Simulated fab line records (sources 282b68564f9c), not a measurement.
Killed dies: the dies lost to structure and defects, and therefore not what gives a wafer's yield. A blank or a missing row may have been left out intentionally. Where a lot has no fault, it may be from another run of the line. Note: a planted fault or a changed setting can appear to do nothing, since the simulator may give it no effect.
A single fault, viewed from 2 desks    flow rit cmos    what lay behind the numbers comes last; until then each desk has only its own

== THE TOOL OWNER'S DESK: rtp anneal-02 ==
The tool's own readings at RIT_SILICIDE_RTA_06 (time 10 s, ramp up 5 s, ramp down 10 s): means of the sampled wafers that have a number, for each lot that ran on this tool. The brackets show how far a lot's mean lies from the usual mean; more than 4 standard deviations puts the lot out of limits, marked OUT.
Columns: A = wafer_temp_C_max at RIT_SILICIDE_RTA_06, usual 754.1
lot   first seen here  A
L717  day 3 08:05      755.5
L733  day 6 11:22      754.9
L735  day 6 22:31      754.4
This desk found nothing out of limits on any of the 3 lots.

== AT THE METROLOGY DESK ==
What the gauges read for every lot (on any tool): the sampled wafers with a number, averaged. The brackets show how far a lot's mean lies from the usual mean; more than 4 standard deviations puts the lot out of limits, marked OUT. Readings shown: 7 of its 14, picked as those furthest out on some lot.
Columns: A = PSD_RS at RIT_SDANNEAL_RS_MEAS_04, usual 116.0 ohm/sq; B = NSD_RS at RIT_SDANNEAL_RS_MEAS_05, usual 84.52 ohm/sq; C = PLDD_RS at RIT_SDANNEAL_RS_MEAS_06, usual 178.8 ohm/sq; D = NLDD_RS at RIT_SDANNEAL_RS_MEAS_07, usual 151.7 ohm/sq; E = SILICIDE_TI_RS at RIT_SILICIDE_RS_MEAS_02, usual 47.7 ohm/sq; F = SILICIDE_TI_THK at RIT_SILICIDE_THK_MEAS_03, usual 30.3 nm; G = M1_AL_RS at RIT_M1_RS_MEAS_01, usual 0.0730 ohm/sq
lot   first seen here  A      B      C      D      E     F     G
L717  day 3 07:10      115.7  84.87  178.4  151.3  46.8  30.8  0.0727
L723  day 4 10:47      116.6  84.70  179.3  151.9  49.1  29.5  0.0729
L733  day 6 10:25      115.8  83.96  178.0  151.8  47.6  30.1  0.0722
L735  day 6 21:35      116.5  84.48  179.2  151.8  47.9  30.1  0.0730
L738  day 7 12:14      116.0  84.74  178.9  152.8  47.9  30.0  0.0730
L740  day 7 22:24      116.1  84.63  179.1  152.1  47.3  30.7  0.0740
This desk found nothing out of limits on any of the 6 lots.

== ALL TOGETHER ==
The desk of the tool owner found nothing out of limits.
The metrology desk saw nothing out of limits.

== WHAT THE SIMULATOR HAD PUT IN ==
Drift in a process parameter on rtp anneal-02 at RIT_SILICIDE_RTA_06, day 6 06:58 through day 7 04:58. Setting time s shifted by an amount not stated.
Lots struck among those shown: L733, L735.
